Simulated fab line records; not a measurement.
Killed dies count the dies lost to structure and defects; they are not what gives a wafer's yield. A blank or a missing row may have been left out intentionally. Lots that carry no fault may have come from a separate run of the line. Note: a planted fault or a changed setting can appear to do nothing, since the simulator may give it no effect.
What tool caused it? | flow ritCmos | 45 wafers sampled from 15 lots at 1 step of a route of 202

## WHAT THE GAUGES READ, wafer by wafer
The record holds no reading of a measuring or inspecting step that can be judged against a usual standard deviation.

## WHAT TOOL EACH LOT RAN ON (gives the tool, then ch and the chambers of the sampled wafers, and finally the start)
lot  | RIT_M1_PEB_07
L727 | lithoTrack-04 ch 0, day 3 12:10
L729 | lithoTrack-03 ch 0, day 3 21:17
L731 | lithoTrack-04 ch 0, day 4 07:59
L732 | lithoTrack-03 ch 0, day 4 13:14
L734 | lithoTrack-03, day 4 21:52
L735 | lithoTrack-04, day 5 04:07
L736 | lithoTrack-04, day 5 10:58
L737 | lithoTrack-01 ch 0, day 5 13:22
L742 | lithoTrack-04 ch 0, day 6 13:23
L743 | lithoTrack-04 ch 0, day 6 15:50
L745 | lithoTrack-04 ch 0, day 7 04:26
L746 | lithoTrack-01 ch 0, day 7 06:47
L747 | lithoTrack-03 ch 0, day 7 11:35
L749 | lithoTrack-03 ch 0, day 8 00:52
L750 | lithoTrack-04 ch 0, day 8 02:17
- RIT_M1_PEB_07

## WHAT THE TOOLS THEMSELVES READ (means of the sampled wafers that have a number; where no wafer has one, the mark that the record gives instead)
RIT_M1_PEB_07.
lot  | tool          | exhaustPa (Pa)
L727 | lithoTrack-04 | 46.0
L729 | lithoTrack-03 | 44.9
L731 | lithoTrack-04 | 44.6
L732 | lithoTrack-03 | 45.8
L734 | lithoTrack-03 | -
L735 | lithoTrack-04 | -
L736 | lithoTrack-04 | -
L737 | lithoTrack-01 | 45.4
L742 | lithoTrack-04 | 44.1
L743 | lithoTrack-04 | 45.1
L745 | lithoTrack-04 | 44.2
L746 | lithoTrack-01 | 44.8
L747 | lithoTrack-03 | 45.1
L749 | lithoTrack-03 | 44.6
L750 | lithoTrack-04 | 44.5

## THE ANSWER, worked out from the rows above alone
Rule: usual is defined by the lots themselves. The widest of any qualifying gaps counts: lots, ordered by their means at a reading, are off when they make up no more than a third of the lots, leave a main group of 4 or more, and stand apart from it by 3 or more times the standard deviation of that group's means. Not used: any main group whose means are identical at the precision the tables above print for the reading. A lot without any number at a reading at which 4 lots or more have one is off too. Where the step has rows for the other lots, those lots are counted as sound. First the gauges in route order, then the tools' own readings, where a lot's mean is used as printed above. At the first step where some lot is off, the reading lying furthest off is the one used; lots without a number count as furthest.
Off at RIT_M1_PEB_07 (exhaustPa): L734, L735, L736. Without a number there: L734, L735, L736. For the main group the mean is 44.9 Pa and the standard deviation 0.56.
If a tool, at that step or one of the process steps before it, ran each lot that is off and ran no sound lot following the first of them, it fits. None of those tried fits.

## WHAT WAS PUT IN BY THE SIMULATOR
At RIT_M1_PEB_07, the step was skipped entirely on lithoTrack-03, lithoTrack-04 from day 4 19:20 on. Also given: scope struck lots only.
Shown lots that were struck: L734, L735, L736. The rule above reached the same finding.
